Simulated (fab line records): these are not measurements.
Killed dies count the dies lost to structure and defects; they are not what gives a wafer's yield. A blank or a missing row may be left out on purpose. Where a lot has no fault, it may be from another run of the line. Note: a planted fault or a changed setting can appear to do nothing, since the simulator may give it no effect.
Code-filled problem report in 8D (eight disciplines) form -- flow rit_cmos -- the parts of the form that need people (team, actions taken, sign-off) are left out

## 1. THE ISSUE
Across 2 wafers from 2 lots, CONTACT_TEOS_THK at RIT_CONTACT_THK_MEAS_01 averages 578 nm, while fault-free wafers read 413 nm with a standard deviation of 5.4. Measured from the usual mean, that is +30 standard deviations.
The first sign was on wafer L544.1 at day 6 10:19, on film_metro-02. At this step, 40 wafers from 14 lots have a number in the record. Rule for "out" (also "out of limits"): further than 4 standard deviations from the usual mean. The other wafers with a number count as sound.

## 2. WHAT IT IS, WHAT IT ISN'T
question,is,is not
which readings at this step,CONTACT_TEOS_THK,-
which lots,"L544, L546","L529, L530, L531, L532, L534, L535, L536, L537, L541, L548, L550, L551"
which wafers of those lots,"L544.1, L546.1","L544.3, L544.4"
read on which gauges,"film_metro-02, film_metro-04",film_metro-01
when,from day 6 10:19,"up to then (29 sound wafers); but 9 sound wafers of L548, L550, L551 came after"

## 3. SUSPECTS, AND WHAT RULES EACH OUT
Counting: any tool at a process step up to the reading remains a suspect provided it ran every lot that is out. Sound lots after the first of them don't rule it out here, since some wafers of a struck lot are sound.
- ruled out: the gauge at RIT_CONTACT_THK_MEAS_01. The wafers that are out were read on 2 gauges (film_metro-02, film_metro-04).
- pecvd-01 at RIT_CONTACT_CVD_00 (deposits SiO2 from TEOS, target thk 400 nm, time 62.96 s): kept. It ran every lot that is out, first L544 (day 6 10:16); its last sound lot up to then is L541 (day 5 15:01).
- In pecvd-01 at RIT_CONTACT_CVD_00, the wafers that are out were processed in chamber 2 and their sound lot-mates in chambers 0, 1.
The count leaves pecvd-01 at RIT_CONTACT_CVD_00.

## 4. THE CAUSE (what the simulator had put in)
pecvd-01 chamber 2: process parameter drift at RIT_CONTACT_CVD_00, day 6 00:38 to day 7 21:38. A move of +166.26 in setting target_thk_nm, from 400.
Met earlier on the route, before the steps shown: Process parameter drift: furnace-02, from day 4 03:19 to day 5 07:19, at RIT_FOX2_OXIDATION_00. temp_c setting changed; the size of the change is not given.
After counting, this tool was the only one left.

## 5. THE EFFECT CHAIN, in route order
Rows list readings where the struck wafers' mean (over those with a number) sits beyond 3 standard deviations from the usual. Only readings whose record carries a usual standard deviation are examined. hours: median over the lots of the time between each lot's start at the first step of this table that gives one and its start at this step. sigmas: the change, counted in usual standard deviations.
hours,step,reading,usual,on struck wafers,change,sigmas
0,RIT_CONTACT_THK_MEAS_01,CONTACT_TEOS_THK,413 nm,578,+164,+30

## 6. WHAT WOULD HAVE CAUGHT IT SOONER
The first out-of-limits reading at a measuring or inspecting step in this record came at day 6 10:19, 10 hours after the fault's start at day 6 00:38.
No tool reading at RIT_CONTACT_CVD_00 that has a usual standard deviation in the record was out on any struck wafer, so an alarm limit of 4 standard deviations on those readings would not have fired.
L546, from the lots that are out (2), started RIT_CONTACT_CVD_00 on pecvd-01 later than day 6 10:19. A tool hold placed at that time would have kept it from harm.
